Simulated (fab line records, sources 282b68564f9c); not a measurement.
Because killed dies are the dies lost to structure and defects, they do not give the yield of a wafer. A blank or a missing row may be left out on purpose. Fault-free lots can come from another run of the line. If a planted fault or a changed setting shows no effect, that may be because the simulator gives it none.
A struck lot beside a sound one :: flow ritCmos :: 16 steps out of a route of 202
Sound: wafers L335.1, L335.2, L335.4. Struck: wafers L340.2, L340.4, L340.6. Last of all comes the cause.
Order at every step that has rows: each side's tool, ch and its chambers, its first start. Under that, the readings that differ: sound wafers :: struck wafers :: difference of the means :: sigmas: that difference in standard deviations of wafers without a fault.
alike: a reading whose means differ by less than 2 such deviations, as well as words and numbers matching on both sides. not compared: withheld readings; readings where some wafer has no value; bounds like >300 that might hide an equal value; numbers whose values overlap and for which the record gives no deviation.
Wherever a step has rows on one side only, a row that says differs or no value, or a row with sigmas, the two part there. Numbers that don't overlap but have no deviation are shown without sigmas and don't part them. A reading that every wafer of one side lacks parts them only if that side has two wafers or more.

first, 4 steps without rows for these wafers: RIT_ACTIVE_SOFTBAKE_07 (time 60 s); RIT_ACTIVE_EXPOSE_08 (exposes mask M1, target cd 1400 nm); RIT_ACTIVE_PEB_09; RIT_ACTIVE_DEVELOP_10 (develop time 50 s).
RIT_ACTIVE_CD_MEAS_11: the cd target is 1400 nm.
  sound: cdSem-01 at day 3 01:34; struck: cdSem-01 at day 4 02:41
  alike: cdNm
then, 1 step without rows for these wafers: RIT_ACTIVE_HARDBAKE_12 (time 60 s).
RIT_ACTIVE_ETCH_13: etches Si3N4 in SF6, stops on SiO2, time 210 s, target depth 210 nm.
  sound on rieDiel-02 ch 0,2,3, day 3 01:52; struck on rieDiel-01 ch 1,2,3, day 4 02:56
  alike: drypumpMotorCurrentA, oesProductAu, throttleValvePct
  not compared: rfHoursCounterH
RIT_ACTIVE_STRIP_14: strips in O2, time 180 s.
  sound on plasmaAsher-04 ch 0,1, day 3 01:59; struck on plasmaAsher-04 ch 0,1, day 4 03:04
  alike: drypumpMotorCurrentA
  not compared: rfHoursCounterH
RIT_ACTIVE_CD_MEAS_90: the cd target is 1400 nm.
  sound: cdSem-01 at day 3 02:10; struck: cdSem-01 at day 4 03:16
  alike: cdNm
then, 3 steps without rows for these wafers: RIT_ACTIVE_CLEAN_15 (cleans in SC1, time 600 s); RIT_ACTIVE_CLEAN_16 (cleans in dHF, time 30 s); RIT_ACTIVE_CLEAN_17 (cleans in SC2, time 600 s).
RIT_FOX1_OXIDATION_00: target thk 350.7 nm, ox time 1130 s.
  sound on furnace-01 ch 0, day 3 02:50; struck on furnace-03 ch 0, day 4 04:02
reading: spikeTcCentreC (C)
sound: 1103.0 1104.7 1102.0
struck: 1128.2 1129.0 1126.9
difference: +24.8
sigmas: +23

reading: spikeTcLoadC (C)
sound: 1127.2 1128.2 1126.6
struck: 1155.5 1154.6 1155.0
difference: +27.7
sigmas: +12

reading: spikeTcSourceC (C)
sound: 1124.3 1123.1 1123.2
struck: 1149.9 1151.4 1148.6
difference: +26.4
sigmas: +24

reading: tubeCenterTempC (C)
sound: 1100.1 1099.9 1100
struck: 1124.9 1124.9 1125.1
difference: +25.0
sigmas: +99 or more

reading: tube_center_temp_C_max
sound: 1103.5 1102.6 1102.8
struck: 1127.3 1127.6 1128.2
difference: +24.7
sigmas: +59

reading: model.SiO2_of_FOX1_OXIDATION_00.thkNm (nm)
sound: 357.4 356.6 360.2
struck: 380.5 379.9 387.9
difference: +24.7
sigmas: 
  alike: zonePowerSourcePct
RIT_FOX1_THK_MEAS_01:
  sound: filmMetro-04 at day 3 04:08; struck: filmMetro-02 at day 4 05:22
reading: FOX1_OXIDE_THK (nm)
sound: 358 356 360
struck: 380 380 388
difference: +25
sigmas: +4
then, 1 step without rows for these wafers: RIT_FOX1_WET_ETCH_02 (etches SiO2 in BOE, target depth 350 nm, time 375.1 s).
RIT_M1_PROBE_99:
  sound: prober-01 at day 5 01:11; struck: prober-02 at day 6 00:25
reading: killedAtFrontEnd
sound: 7 7 2
struck: 13 15 9
difference: +7
sigmas: +2

reading: killedDies
sound: 7 7 2
struck: 13 15 9
difference: +7
sigmas: +2

reading: killedShort
sound: 4 1 0
struck: 7 5 5
difference: +4
sigmas: +2

reading: model.etest.nldd.widthNm (nm)
sound: 3200 3229 3203
struck: 3158 3146 3161
difference: -56
sigmas: 

reading: model.etest.nplusSal.widthNm (nm)
sound: 3482 3455 3467
struck: 3395 3417 3422
difference: -57
sigmas: 

reading: model.etest.pplusSal.widthNm (nm)
sound: 3440 3450 3460
struck: 3389 3420 3419
difference: -41
sigmas: 
  alike: killedOpen
  not compared: model.etest.pldd.widthNm

## WHERE THEY PART
Last at RIT_M1_PROBE_99 as far as this record goes, first at RIT_FOX1_OXIDATION_00.

WHY: the cause the simulator had injected
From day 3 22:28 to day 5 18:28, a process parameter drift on furnace-03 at RIT_FOX1_OXIDATION_00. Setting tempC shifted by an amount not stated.
